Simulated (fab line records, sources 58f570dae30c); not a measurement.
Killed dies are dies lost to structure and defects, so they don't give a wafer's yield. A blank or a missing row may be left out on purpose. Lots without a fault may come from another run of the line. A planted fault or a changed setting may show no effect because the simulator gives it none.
Which tool did it? | flow berkeley_cmos170 | 14 lots, 42 wafers sampled, at 2 steps of a route of 331

WHAT THE GAUGES READ, wafer by wafer
UCB170_V2_CD_MEAS_12: target cd 700 nm.
lot  | measured     | on        | cd_nm (nm)
L120 | day 8 21:29  | cd_sem-01 | 697.8 699.9 699.2
L119 | day 8 23:29  | cd_sem-01 | 699.8 699.0 700.7
L122 | day 9 18:18  | cd_sem-01 | 699.3 699.7 700.0
L123 | day 9 18:46  | cd_sem-01 | 700.2 702.3 701.7
L121 | day 9 18:41  | cd_sem-01 | 699.8 701.5 700.2
L125 | day 10 01:22 | cd_sem-01 | 702.6 702.2 703.5
L128 | day 11 01:06 | cd_sem-02 | 699.5 700.9 699.9
L127 | day 11 02:49 | cd_sem-02 | 700.2 700.9 702.0
L129 | day 11 03:43 | cd_sem-02 | 700.8 700.6 701.0
L130 | day 11 13:41 | cd_sem-01 | 699.4 699.4 697.3
L137 | day 12 14:38 | cd_sem-01 | 698.5 699.0 699.5
L136 | day 12 15:34 | cd_sem-01 | 699.7 699.2 700.8
L138 | day 12 21:26 | cd_sem-02 | 699.7 698.9 700.7
L139 | day 13 00:30 | cd_sem-01 | 700.0 699.9 701.1

WHICH TOOL RAN EACH LOT (tool, then ch and the chambers of the sampled wafers, then the start)
lot  | UCB170_CONTACT_ETCH_17
L120 | rie_diel-01 ch 0,2, day 8 10:38
L119 | rie_diel-02 ch 0,2, day 8 11:31
L122 | rie_diel-04 ch 1,2,3, day 9 02:04
L123 | rie_diel-01 ch 0,1,3, day 9 02:38
L121 | rie_diel-04 ch 1,2,3, day 9 03:59
L125 | rie_diel-01 ch 0,1,2, day 9 09:17
L128 | rie_diel-01 ch 0,3, day 10 13:51
L127 | rie_diel-02 ch 0,2,3, day 10 13:58
L129 | rie_diel-01 ch 0,2, day 10 15:08
L130 | rie_diel-02 ch 0,2,3, day 11 00:06
L137 | rie_diel-01 ch 2,3, day 11 21:24
L136 | rie_diel-04 ch 0,1,2, day 11 22:37
L138 | rie_diel-04 ch 0,1,2, day 12 08:35
L139 | rie_diel-01 ch 0,2,3, day 12 08:40
- UCB170_CONTACT_ETCH_17: etches BARC in N2/H2.

WHAT THE TOOLS THEMSELVES READ (means of the sampled wafers that have a number; where no wafer has one, the mark that the record gives instead)
UCB170_CONTACT_ETCH_17.
lot  | tool        | drypump_motor_current_A (A) | oes_product_au (a.u.) | throttle_valve_pct (%)
L120 | rie_diel-01 | 6.0                         | 0.999                 | 13.48
L119 | rie_diel-02 | 6.1                         | 0.996                 | 13.34
L122 | rie_diel-04 | 5.5                         | 1.024                 | 13.40
L123 | rie_diel-01 | 5.9                         | 1.004                 | 13.36
L121 | rie_diel-04 | 5.5                         | 1.022                 | 13.39
L125 | rie_diel-01 | 5.5                         | 1.003                 | 13.37
L128 | rie_diel-01 | 6.4                         | 1.013                 | 13.35
L127 | rie_diel-02 | 6.1                         | 1.027                 | 13.40
L129 | rie_diel-01 | 5.6                         | 0.987                 | 13.37
L130 | rie_diel-02 | 6.1                         | 1.025                 | 13.40
L137 | rie_diel-01 | 5.5                         | 0.968                 | 13.28
L136 | rie_diel-04 | 5.4                         | 1.010                 | 13.36
L138 | rie_diel-04 | 5.4                         | 1.012                 | 13.36
L139 | rie_diel-01 | 6.0                         | 0.995                 | 13.37

THE ANSWER, worked out from the rows above alone
Rule: what is usual is taken from the lots themselves. Put in order of their means at a reading, lots are off if they are a third of the lots or fewer, leave a main group of 4 or more, and stand apart from it by a gap of 3 or more times the standard deviation of the main group's means; of several such gaps the widest counts. A main group whose means are all the same, to the digits that the tables above print for the reading, isn't used. A lot without any number at a reading at which 4 lots or more have one is off too. The other lots that the step has rows for count as sound. The gauges are gone through in route order, then the tools' own readings, and for those a lot's mean is taken as printed above. The first step at which some lot is off is used, and at that step the reading that is off furthest; a lot without a number counts as furthest.
No lot is off at any reading shown: from this, nothing can be told.

WHAT THE SIMULATOR HAD PUT IN
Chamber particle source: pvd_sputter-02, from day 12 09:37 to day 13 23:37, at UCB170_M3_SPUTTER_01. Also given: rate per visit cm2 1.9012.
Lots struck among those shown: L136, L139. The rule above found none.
